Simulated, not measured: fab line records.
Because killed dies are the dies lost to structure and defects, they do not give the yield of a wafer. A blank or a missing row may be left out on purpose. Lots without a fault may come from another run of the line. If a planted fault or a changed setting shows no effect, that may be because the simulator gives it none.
fab line records	flow rit_cmos
record: lots: 14	wafers: 42	last_day: 7
route steps=202 shown FOX2@23 GATE@96 M1@202
lots that met no fault: taken from a fault-free run of the same line
start_h: start of the lot's first displayed wafer, in hours after the record's first day	wait_h: time in hours since the lot's previous step	" same as the row above	L1.1+2: a single row standing in for several wafers	- no value, or no start was given	* or withheld: withheld	< > ~ a bound
route shown NAME@n: NAME is a module with steps in the file, n the number in the route of the first one	usual: mean and standard deviation over wafers with no fault	same: alike in all rows	chamber/n: place in a boat	sites: readings site by site	_std_site: the standard deviation of these	_edge_site: outer sites' mean less inner sites'	radius_mm: how far each site lies from the wafer's centre	mask NAME#n: copy n	behind: the most recent tool/chamber to have shaped the wafer	hold: cause of the lot's hold/its duration in hours/its outcome	device: whichever transistor did not switch (one of n, p or np)	end of line: the tests these same wafers got at the end of their route	for a step that has no rows: nothing shown but its recipe	killed: at the first sort, the dies lost to defects and structure; wafer yield is something else	map: a wafer's dies, x killed, . not, _ none there
set.NAME: the setting as run; set.NAME@STEP: as run at that earlier step	model.NAME: the simulator's own value behind a step, which no gauge read
steps of the route over a sample of lots; a table a step, a row a wafer
services: from which hour (start_h, from the record's first day; less than 0 if before it) a tool's chamber was out of use, for how many hours, and why
== steps ==
step: RIT_FOX2_OXIDATION_00
recipe: temp_c: 1096	ambient: H2O	target_thk_a: 3507	p_h2o_torr: 720	ox_time_s: 1130
usual: spike_tc_load_C: 1126/3.1	zone_power_centre_pct: 52/4
same: ox_time_s: 1130
lot.wafer	tool	chamber	start_h	wait_h	spike_tc_load_C	zone_power_centre_pct
L267.2	furnace-03	0	32.70	1.1	1130	56
L267.3	"	0	"	"	1128	56
L267.6	"	0	"	"	1131	57
L268.2	furnace-01	0	36.49	1.1	1129	47
L268.3	"	0	"	"	1128	47
L268.5	"	0	"	"	1129	48
L269.1	furnace-01	0	40.35	0.7	1128	47
L269.3	"	0	"	"	1129	47
L269.6	"	0	"	"	1128	46
L270.3	furnace-04	0	45.66	2.2	1123	55
L270.4	"	0	"	"	1123	55
L270.5	"	0	"	"	1122	55
L270.3	furnace-03	0	47.78	0.8	1130	56
L270.4	"	0	"	"	1130	57
L270.5	"	0	"	"	1130	56
L271.1	furnace-04	0	49.53	0.2	1124	55
L271.3	"	0	"	"	1122	55
L271.6	"	0	"	"	1123	54
L272.1	furnace-01	0	54.29	0.0	1127	46
L272.4	"	0	"	"	1127	47
L272.6	"	0	"	"	1128	47
L273.2	furnace-01	0	59.02	0.0	1130	47
L273.4	"	0	"	"	1128	47
L273.5	"	0	"	"	1128	47
L273.2	furnace-01	0	60.50	0.2	1128	47
L273.4	"	0	"	"	1129	48
L273.5	"	0	"	"	1128	47
L277.2	furnace-04	0	83.98	2.0	1123	55
L277.5	"	0	"	"	1122	55
L277.6	"	0	"	"	1123	56
L280.2	furnace-04	0	95.80	1.2	1123	55
L280.4	"	0	"	"	1122	55
L280.6	"	0	"	"	1124	55
L281.1	furnace-04	0	98.61	0.0	1124	55
L281.2	"	0	"	"	1122	54
L281.4	"	0	"	"	1124	55
L283.2	furnace-03	0	110.89	0.4	1130	56
L283.5	"	0	"	"	1131	56
L283.6	"	0	"	"	1130	56
L284.2	furnace-01	0	119.14	2.9	1128	47
L284.3	"	0	"	"	1129	46
L284.4	"	0	"	"	1128	47
L286.1	furnace-01	0	123.70	0.4	1128	47
L286.3	"	0	"	"	1129	47
L286.4	"	0	"	"	1127	47
L288.3	furnace-04	0	135.07	0.0	1123	55
L288.5	"	0	"	"	1123	56
L288.6	"	0	"	"	1123	55
step: RIT_FOX2_THK_MEAS_01
recipe: reads: SiO2_of_FOX2_OXIDATION_00
usual: FOX2_OXIDE_THK: 344/6.7
lot.wafer	tool	chamber	start_h	wait_h	FOX2_OXIDE_THK[nm]
L267.2	film_metro-03	-	34.03	0.0	341
L267.3	"	-	"	"	340
L267.6	"	-	"	"	341
L268.2	film_metro-04	-	37.81	0.0	351
L268.3	"	-	"	"	347
L268.5	"	-	"	"	345
L269.1	film_metro-04	-	41.67	0.0	352
L269.3	"	-	"	"	354
L269.6	"	-	"	"	348
L270.3	film_metro-02	-	49.12	0.0	518
L270.4	"	-	"	"	519
L270.5	"	-	"	"	514
L271.1	film_metro-03	-	50.84	0.0	352
L271.3	"	-	"	"	350
L271.6	"	-	"	"	347
L272.1	film_metro-04	-	55.60	0.0	349
L272.4	"	-	"	"	347
L272.6	"	-	"	"	348
L273.2	film_metro-04	-	62.70	0.9	510
L273.4	"	-	"	"	510
L273.5	"	-	"	"	507
L277.2	film_metro-04	-	85.31	0.0	347
L277.5	"	-	"	"	345
L277.6	"	-	"	"	345
L280.2	film_metro-02	-	97.13	0.0	337
L280.4	"	-	"	"	343
L280.6	"	-	"	"	338
L281.1	film_metro-02	-	99.92	0.0	345
L281.2	"	-	"	"	350
L281.4	"	-	"	"	349
L283.2	film_metro-04	-	112.22	0.0	343
L283.5	"	-	"	"	346
L283.6	"	-	"	"	347
L284.2	film_metro-04	-	120.46	0.0	346
L284.3	"	-	"	"	339
L284.4	"	-	"	"	338
L286.1	film_metro-02	-	125.01	0.0	337
L286.3	"	-	"	"	338
L286.4	"	-	"	"	345
L288.3	film_metro-04	-	136.40	0.0	344
L288.5	"	-	"	"	343
L288.6	"	-	"	"	346
step: RIT_FOX2_THK_MEAS_90
recipe: reads: SiO2_of_FOX2_OXIDATION_00
usual: FIELD_OXIDE_LEFT_1_THK: 317/6.6
lot.wafer	tool	chamber	start_h	wait_h	FIELD_OXIDE_LEFT_1_THK[nm]
L267.2	film_metro-03	-	34.97	0.0	313
L267.3	"	-	"	"	313
L267.6	"	-	"	"	314
L268.2	film_metro-04	-	38.76	0.0	324
L268.3	"	-	"	"	319
L268.5	"	-	"	"	317
L269.1	film_metro-04	-	42.55	0.0	325
L269.3	"	-	"	"	327
L269.6	"	-	"	"	320
L270.3	film_metro-03	-	50.14	0.1	490
L270.4	"	-	"	"	492
L270.5	"	-	"	"	487
L271.1	film_metro-03	-	51.72	0.0	324
L271.3	"	-	"	"	322
L271.6	"	-	"	"	320
L272.1	film_metro-03	-	57.52	0.0	321
L272.4	"	-	"	"	320
L272.6	"	-	"	"	321
L273.2	film_metro-03	-	63.65	0.1	483
L273.4	"	-	"	"	482
L273.5	"	-	"	"	479
L277.2	film_metro-03	-	86.25	0.0	319
L277.5	"	-	"	"	318
L277.6	"	-	"	"	318
L280.2	film_metro-04	-	98.01	0.0	309
L280.4	"	-	"	"	315
L280.6	"	-	"	"	311
L281.1	film_metro-03	-	100.80	0.0	317
L281.2	"	-	"	"	322
L281.4	"	-	"	"	321
L283.2	film_metro-02	-	113.09	0.0	317
L283.5	"	-	"	"	319
L283.6	"	-	"	"	320
L284.2	film_metro-04	-	121.41	0.0	319
L284.3	"	-	"	"	311
L284.4	"	-	"	"	311
L286.1	film_metro-02	-	125.96	0.0	310
L286.3	"	-	"	"	311
L286.4	"	-	"	"	318
L288.3	film_metro-04	-	137.28	0.0	316
L288.5	"	-	"	"	316
L288.6	"	-	"	"	318
step: RIT_FOX2_THK_MEAS_91
recipe: reads: SiO2_of_FOX2_OXIDATION_00
usual: FIELD_OXIDE_LEFT_2_THK: 249/6.8
lot.wafer	tool	chamber	start_h	wait_h	FIELD_OXIDE_LEFT_2_THK[nm]
L267.2	film_metro-04	-	48.71	0.0	244
L267.3	"	-	"	"	244
L267.6	"	-	"	"	245
L268.2	film_metro-02	-	52.41	0.0	255
L268.3	"	-	"	"	251
L268.5	"	-	"	"	249
L269.1	film_metro-04	-	56.75	0.0	257
L269.3	"	-	"	"	258
L269.6	"	-	"	"	253
L270.3	film_metro-04	-	65.38	0.0	422
L270.4	"	-	"	"	424
L270.5	"	-	"	"	419
L271.1	film_metro-04	-	66.59	0.0	255
L271.3	"	-	"	"	254
L271.6	"	-	"	"	251
L272.1	film_metro-02	-	69.87	0.0	253
L272.4	"	-	"	"	251
L272.6	"	-	"	"	251
L273.2	film_metro-04	-	96.21	0.0	415
L273.4	"	-	"	"	416
L273.5	"	-	"	"	411
L277.2	film_metro-02	-	98.75	0.0	251
L277.5	"	-	"	"	250
L277.6	"	-	"	"	249
L280.2	film_metro-04	-	110.34	0.0	241
L280.4	"	-	"	"	246
L280.6	"	-	"	"	242
L281.1	film_metro-03	-	113.33	0.0	250
L281.2	"	-	"	"	255
L281.4	"	-	"	"	254
L283.2	film_metro-04	-	128.13	0.0	249
L283.5	"	-	"	"	252
L283.6	"	-	"	"	253
L284.2	film_metro-04	-	133.87	0.0	250
L284.3	"	-	"	"	243
L284.4	"	-	"	"	242
L286.1	film_metro-03	-	139.05	0.0	242
L286.3	"	-	"	"	243
L286.4	"	-	"	"	250
L288.3	film_metro-02	-	151.37	0.0	249
L288.5	"	-	"	"	249
L288.6	"	-	"	"	251
step: RIT_GATE_STRIP_20
recipe: chemistry: O2	time_s: 180	resist: NOVOLAK	platen_temp_c: withheld	power_w: 500	pressure_mtorr: 4000	o2_flow_sccm: 4000
usual: drypump_motor_current_A: 6.0/0.35	rf_refl_power_W: 6.2/1.8
lot.wafer	tool	chamber	start_h	wait_h	drypump_motor_current_A	rf_hours_counter_h	rf_refl_power_W
L267.2	plasma_asher-04	1	54.22	0.1	5.4	26	3.4
L267.3	"	0	"	"	5.8	-	5.4
L267.6	"	1	"	"	5.4	-	3.7
L268.2	plasma_asher-04	1	61.30	0.1	5.4	27	3.8
L268.3	"	1	"	"	5.4	-	3.8
L268.5	"	0	"	"	5.8	-	5.7
L269.1	plasma_asher-04	0	62.87	0.1	5.8	27	5.8
L269.3	"	0	"	"	5.8	-	5.6
L269.6	"	1	"	"	5.4	-	3.9
L270.3	plasma_asher-03	1	73.65	0.1	6.1	-	6.8
L270.4	"	0	"	"	5.9	-	8.9
L270.5	"	0	"	"	5.9	-	8.8
L272.1	plasma_asher-04	1	76.74	0.1	5.4	29	3.5
L272.4	"	0	"	"	5.8	-	5.3
L272.6	"	1	"	"	5.4	-	3.8
L271.1	plasma_asher-04	0	76.98	0.1	5.8	29	5.8
L271.3	"	0	"	"	5.8	-	5.4
L271.6	"	0	"	"	5.8	-	5.3
L277.2	plasma_asher-02	0	103.56	0.1	6.3	47	8.3
L277.5	"	0	"	"	6.3	-	8.3
L277.6	"	1	"	"	6.3	-	5.5
L273.2	plasma_asher-04	1	104.86	0.1	5.4	29	3.5
L273.4	"	0	"	"	5.8	-	5.5
L273.5	"	1	"	"	5.4	-	3.4
L280.2	plasma_asher-03	1	114.90	0.2	6.1	47	7.0
L280.4	"	1	"	"	6.1	-	7.0
L280.6	"	1	"	"	6.1	-	6.9
L281.1	plasma_asher-03	1	117.92	0.1	6.2	48	6.8
L281.2	"	0	"	"	5.9	48	9.0
L281.4	"	0	"	"	5.9	-	8.9
L283.2	plasma_asher-02	1	136.82	0.1	6.3	3	5.6
L283.5	"	1	"	"	6.3	-	5.6
L283.6	"	0	"	"	6.3	-	8.3
L284.2	plasma_asher-02	1	138.37	0.1	6.3	3	5.5
L284.3	"	0	"	"	6.3	-	8.2
L284.4	"	1	"	"	6.3	-	5.6
L286.1	plasma_asher-03	1	146.81	0.1	6.1	50	6.9
L286.3	"	0	"	"	5.9	-	8.7
L286.4	"	1	"	"	6.1	-	7.0
L288.3	plasma_asher-02	1	158.18	0.1	6.3	-	5.5
L288.5	"	1	"	"	6.3	-	5.4
L288.6	"	0	"	"	6.3	-	8.3
step: RIT_M1_PROBE_99
usual: killed_at_contacts: 0.1/0.25	killed_at_front_end: 6.8/2.9	killed_dies: 6.9/2.9	killed_open: 3.3/1.9	killed_short: 3.6/1.9
same: gross_dies: 264	killed_at_M0_to_M3: 0	killed_at_M4_up: 0	killed_at_back_side: 0	killed_at_other: 0
lot.wafer	tool	chamber	start_h	wait_h	killed_at_contacts	killed_at_front_end	killed_dies	killed_open	killed_short
L270.3	prober-01	-	96.34	0.2	1	13	14	7	7
L270.4	prober-01	-	96.39	0.2	0	10	10	3	7
L270.5	prober-01	-	96.44	0.2	0	12	12	7	5
L272.1	prober-02	-	97.23	0.1	0	7	7	1	6
L272.4	prober-02	-	97.38	0.2	0	6	6	4	2
L272.6	prober-02	-	97.48	0.2	0	15	15	8	7
L273.2	prober-02	-	124.40	0.1	0	7	7	3	4
L273.4	prober-02	-	124.50	0.2	0	3	3	1	2
L273.5	prober-02	-	124.55	0.2	0	3	3	0	3
killed by level:class
L270.3 GATE:geometric_particle:open=5 GATE:geometric_particle:short=4 FOX2:geometric_particle:short=2 REOX:geometric_particle:open=2 CONTACT:geometric_particle:short=1
L270.4 GATE:geometric_particle:short=4 GATE:geometric_particle:open=2 FOX1:geometric_particle:short=1 SPACER:geometric_particle:short=1 SPACER:geometric_particle:open=1 SILICIDE:geometric_particle:short=1
L270.5 FOX2:geometric_particle:open=4 GATE:geometric_particle:short=2 FOX2:geometric_particle:short=1 REOX:geometric_particle:short=1 REOX:geometric_particle:open=1 SPACER:geometric_particle:open=1 SILICIDE:geometric_particle:open=1 SILICIDE:geometric_particle:short=1
L272.1 GATE:geometric_particle:short=2 SPACER:geometric_particle:short=2 FOX1:geometric_particle:short=1 GATE:geometric_particle:open=1 REOX:geometric_particle:short=1
L272.4 FOX1:geometric_particle:open=2 FOX1:geometric_particle:short=1 GATE:geometric_particle:open=1 GATE:geometric_particle:short=1 REOX:geometric_particle:open=1
L272.6 GATE:geometric_particle:short=4 FOX1:geometric_particle:open=2 FOX1:geometric_particle:short=2 GATE:geometric_particle:open=2 REOX:geometric_particle:open=2 SPACER:geometric_particle:open=2 SPACER:geometric_particle:short=1
L273.2 GATE:geometric_particle:open=2 GATE:geometric_particle:short=2 FOX2:geometric_particle:short=1 REOX:geometric_particle:open=1 SILICIDE:geometric_particle:short=1
L273.4 FOX2:geometric_particle:short=1 FOX2:geometric_particle:open=1 GATE:geometric_particle:short=1
L273.5 REOX:geometric_particle:short=2 GATE:geometric_particle:short=1
== services ==
tool	chamber	start_h	hours	kind
furnace-03	-	19.44	3.4	pm
furnace-01	-	65.98	2.4	pm
plasma_asher-02	0	117.75	-	clean
plasma_asher-02	1	117.75	-	clean
plasma_asher-03	-	128.34	14.6	pm
furnace-04	-	136.38	3.2	pm
plasma_asher-04	-	154.19	2.9	repair
== key ==
first_sign: step: RIT_FOX2_OXIDATION_00	reading: visit	direction: added
effect: step: RIT_FOX2_THK_MEAS_01	reading: FOX2_OXIDE_THK	direction: up	sigmas: 25	usual: 344	struck: 513
effect: step: RIT_FOX2_THK_MEAS_90	reading: FIELD_OXIDE_LEFT_1_THK	direction: up	sigmas: 26	usual: 317	struck: 486
effect: step: RIT_FOX2_THK_MEAS_91	reading: FIELD_OXIDE_LEFT_2_THK	direction: up	sigmas: 25	usual: 249	struck: 418
met_at RIT_FOX2_OXIDATION_00
struck_lots L270,L273
tester_left_out L270,L273
not_acting_at RIT_GATE_STRIP_20
fault: kind: repeated_step_whole	tool: furnace-01,furnace-03,furnace-04	chamber: -	onset_h: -	steps: RIT_FOX2_OXIDATION_00	times: 1	scope: struck_lots_only
tester_left_out: of these lots the tester's yield and bins aren't shown, on N5 and GAA mostly nor the transistor test; their killed dies are dies lost to structure and defects alone, not to doping, threshold or leakage, so they don't give the yield
